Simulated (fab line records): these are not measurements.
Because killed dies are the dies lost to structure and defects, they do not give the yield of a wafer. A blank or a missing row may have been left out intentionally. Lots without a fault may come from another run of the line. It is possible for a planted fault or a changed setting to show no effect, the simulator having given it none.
Which tool did it? :: flow rit cmos :: 7 lots with 21 wafers sampled at 2 steps, on a route of 202 steps

WHAT THE GAUGES SHOWED, per wafer
RIT_NRETRO_OVL_MEAS_06.
lot: L384
measured: day 2 17:38
on: overlay-01
NRETRO_OVL (nm): 2.4 0.5 -0.1

lot: L386
measured: day 3 02:48
on: overlay-02
NRETRO_OVL (nm): 0.9 1.1 2.0

lot: L388
measured: day 3 15:40
on: overlay-01
NRETRO_OVL (nm): 0.1 0.0 -0.3

lot: L392
measured: day 4 13:29
on: overlay-02
NRETRO_OVL (nm): -0.6 1.0 0.5

lot: L394
measured: day 4 21:20
on: overlay-02
NRETRO_OVL (nm): -0.8 1.3 0.1

lot: L396
measured: day 5 10:58
on: overlay-02
NRETRO_OVL (nm): 2.2 2.2 1.3

lot: L401
measured: day 6 10:02
on: overlay-02
NRETRO_OVL (nm): -1.0 -1.5 -0.3

EACH LOT AND THE TOOL THAT RAN IT (in order: tool; ch and the chambers of the sampled wafers; start)
lot: L384
RIT_ACTIVE_STRIP_14: plasma asher-04 ch 0,1, day 2 02:43

lot: L386
RIT_ACTIVE_STRIP_14: plasma asher-03 ch 0,1, day 2 12:14

lot: L388
RIT_ACTIVE_STRIP_14: plasma asher-01 ch 0,1, day 2 21:13

lot: L392
RIT_ACTIVE_STRIP_14: plasma asher-04 ch 0,1, day 3 20:02

lot: L394
RIT_ACTIVE_STRIP_14: plasma asher-01 ch 0,1, day 4 04:24

lot: L396
RIT_ACTIVE_STRIP_14: plasma asher-04 ch 0,1, day 4 13:08

lot: L401
RIT_ACTIVE_STRIP_14: plasma asher-03 ch 0,1, day 5 16:05
- RIT_ACTIVE_STRIP_14: strips in O2, time 180 s.

THE ANSWER, worked out from the rows above alone
Rule: what is usual is taken from the lots themselves. The widest of any qualifying gaps counts: lots, ordered by their means at a reading, are off when they make up no more than a third of the lots, leave a main group of 4 or more, and stand apart from it by 3 or more times the standard deviation of that group's means. The tables above print the reading to a certain number of digits; a main group whose means all agree to those digits is not used. A lot without any number at a reading at which 4 lots or more have one is off too. The other lots that the step has rows for count as sound.
No lot is off on any of the readings shown, so nothing can be concluded from this.

WHAT THE SIMULATOR PUT IN
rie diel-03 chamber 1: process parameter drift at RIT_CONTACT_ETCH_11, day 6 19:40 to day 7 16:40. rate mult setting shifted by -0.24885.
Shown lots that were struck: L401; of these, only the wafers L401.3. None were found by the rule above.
